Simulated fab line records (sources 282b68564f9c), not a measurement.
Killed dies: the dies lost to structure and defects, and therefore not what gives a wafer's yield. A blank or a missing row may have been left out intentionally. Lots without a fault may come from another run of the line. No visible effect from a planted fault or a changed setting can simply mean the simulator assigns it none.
Struck lot and sound lot, side by side / flow rit_cmos / 13 out of 202 route steps
Sound: the wafers L490.3, L490.5, L490.6. Wafers L482.2, L482.4, L482.5 were the ones struck. The cause is named last.
For every step that has rows: the tool of each side, followed by ch and its chambers, followed by its first start. Under that, the readings that differ: sound wafers / struck wafers / difference of the means / sigmas: that difference in standard deviations of wafers without a fault.
alike: a reading whose means differ by less than 2 such deviations, as well as words and numbers matching on both sides. not compared: withheld readings; readings where some wafer has no value; bounds like >300 that might hide an equal value; numbers whose values overlap and for which the record gives no deviation.
The two part at a step that has a row with sigmas, a row that says differs or no value, or rows on one side only. Numbers that don't overlap but have no deviation are shown without sigmas and don't part them. A reading missing from all wafers of one side parts the sides only when that side holds two or more wafers.

first, 4 steps without rows for these wafers: RIT_PSD_SOFTBAKE_02 (time 60 s); RIT_PSD_EXPOSE_03 (exposes mask M10, target cd 40900 nm); RIT_PSD_PEB_04; RIT_PSD_DEVELOP_05 (develop time 50 s).
RIT_PSD_OVL_MEAS_06:
  sound on overlay-02 at day 6 02:53; struck on overlay-01 at day 4 12:58
  alike: PSD_OVL
then, 2 steps without rows for these wafers: RIT_PSD_HARDBAKE_07 (time 60 s); RIT_PSD_IMPLANT_08.
RIT_PSD_STRIP_09: strips in O2, time 180 s.
  sound on plasma_asher-03 ch 0,1, day 6 03:16; struck on plasma_asher-01 ch 0,1, day 4 13:18
  alike: drypump_motor_current_A
  not compared: rf_hours_counter_h
RIT_PSD_TW_MEAS_10:
  sound on film_metro-01 at day 6 03:25; struck on film_metro-04 at day 4 13:29
  alike: PSD_TW
then, 3 steps without rows for these wafers: RIT_SDANNEAL_CLEAN_00 (cleans in SC1, time 600 s); RIT_SDANNEAL_CLEAN_01 (cleans in dHF, time 30 s); RIT_SDANNEAL_CLEAN_02 (cleans in SC2, time 600 s).
RIT_SDANNEAL_RTA_03: time 5 s.
  struck on rtp_anneal-02, day 4 13:55; sound on rtp_anneal-02 ch 0, day 6 03:53
  no value came back on the struck wafers for anneal_temp_c_max, chamber_o2_ppm, ramp_down_c_per_s, wafer_temp_C_max; on the sound wafers anneal_temp_c_max reads 1059.6 1056.6 1057.2

== WHERE THEY PART ==
At RIT_SDANNEAL_RTA_03 and nowhere else, as far as this record goes.

WHY: what the simulator had put in
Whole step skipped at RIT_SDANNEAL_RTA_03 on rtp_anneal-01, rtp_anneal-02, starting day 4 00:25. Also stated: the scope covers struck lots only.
